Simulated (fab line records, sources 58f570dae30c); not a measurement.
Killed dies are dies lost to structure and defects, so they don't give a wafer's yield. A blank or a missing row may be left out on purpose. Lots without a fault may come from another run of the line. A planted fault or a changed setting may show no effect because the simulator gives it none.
Tool commonality check | flow berkeley_cmos170 | 15 lots, 45 wafers sampled

WHY IT WAS OPENED
At UCB170_WELLDRIVE_THK_MEAS_02 the reading WELLDRIVE_OXIDE_THK is flagged on 3 of 15 lots. Wafers without a fault read 196 nm, standard deviation 3.6.
Rule: a lot is flagged when every wafer of it that has a number lies more than 4 standard deviations from that mean, or none has a number. The other lots count as sound.

lot  | measured    | on            | WELLDRIVE_OXIDE_THK (nm), wafer by wafer | flag
L965 | day 4 05:29 | film_metro-02 | 203 200 202                              |
L966 | day 4 05:34 | film_metro-02 | 198 198 202                              |
L967 | day 4 10:21 | film_metro-01 | 295 310 301                              | FLAGGED
L968 | day 4 13:20 | film_metro-04 | 198 195 199                              |
L970 | day 5 03:41 | film_metro-01 | 195 196 194                              |
L969 | day 5 07:42 | film_metro-02 | 308 303 302                              | FLAGGED
L974 | day 5 18:52 | film_metro-02 | 301 295 300                              | FLAGGED
L977 | day 6 18:22 | film_metro-02 | 197 198 195                              |
L978 | day 6 18:26 | film_metro-02 | 192 191 192                              |
L981 | day 7 01:57 | film_metro-02 | 198 198 198                              |
L985 | day 7 18:47 | film_metro-02 | 195 196 200                              |
L986 | day 7 18:47 | film_metro-01 | 194 194 193                              |
L982 | day 7 18:48 | film_metro-04 | 196 198 198                              |
L984 | day 7 18:50 | film_metro-04 | 193 194 198                              |
L987 | day 8 11:28 | film_metro-02 | 193 191 191                              |
The numbers of the flagged lots are 302 nm on average: +106 nm against the usual, or +29 standard deviations.

WHICH TOOL RAN EACH LOT
The record holds 1 process step before the reading, out of a route of 331 steps. In each cell: the tool, then ch and the chambers that the sampled wafers went through, then the start.
lot  | flag    | UCB170_WELLDRIVE_OXIDATION_01
L965 |         | furnace-02 ch 0, day 4 01:59
L966 |         | furnace-02 ch 0, day 4 01:59
L967 | FLAGGED | furnace-02 ch 0, day 4 01:59
L968 |         | furnace-02 ch 0, day 4 09:50
L970 |         | furnace-01 ch 0, day 5 00:05
L969 | FLAGGED | furnace-01 ch 0, day 5 00:05 and furnace-03 ch 0, day 5 04:06
L974 | FLAGGED | furnace-01 ch 0, day 5 10:55 and furnace-03 ch 0, day 5 15:18
L977 |         | furnace-03 ch 0, day 6 14:52
L978 |         | furnace-03 ch 0, day 6 14:52
L981 |         | furnace-02 ch 0, day 6 22:26
L985 |         | furnace-02 ch 0, day 7 15:16
L986 |         | furnace-02 ch 0, day 7 15:16
L982 |         | furnace-02 ch 0, day 7 15:16
L984 |         | furnace-02 ch 0, day 7 15:16
L987 |         | furnace-02 ch 0, day 8 07:58
What these steps do:
- UCB170_WELLDRIVE_OXIDATION_01: target thk 199 nm, ox time 9000 s.
- UCB170_WELLDRIVE_THK_MEAS_02

FLAGGED OVER TOTAL, TOOL BY TOOL (the gauges that took the reading come last)
step                          | tool          | lots run | flagged | share of the flagged lots | sound lots run after its first flagged lot
UCB170_WELLDRIVE_OXIDATION_01 | furnace-01    | 3        | 2       | some                      | 0
UCB170_WELLDRIVE_OXIDATION_01 | furnace-02    | 10       | 1       | some                      | 7 (L968,L981,L982,L984,L985,L986,L987)
UCB170_WELLDRIVE_OXIDATION_01 | furnace-03    | 4        | 2       | some                      | 2 (L977,L978)
UCB170_WELLDRIVE_THK_MEAS_02  | film_metro-01 | 3        | 1       | some                      | 2 (L970,L986)
UCB170_WELLDRIVE_THK_MEAS_02  | film_metro-02 | 9        | 2       | some                      | 5 (L977,L978,L981,L985,L987)
UCB170_WELLDRIVE_THK_MEAS_02  | film_metro-04 | 3        | 0       | none                      | -

WHAT THE TABLE ALLOWS
No row of the table ran every flagged lot.

WHAT THE SIMULATOR HAD PUT IN
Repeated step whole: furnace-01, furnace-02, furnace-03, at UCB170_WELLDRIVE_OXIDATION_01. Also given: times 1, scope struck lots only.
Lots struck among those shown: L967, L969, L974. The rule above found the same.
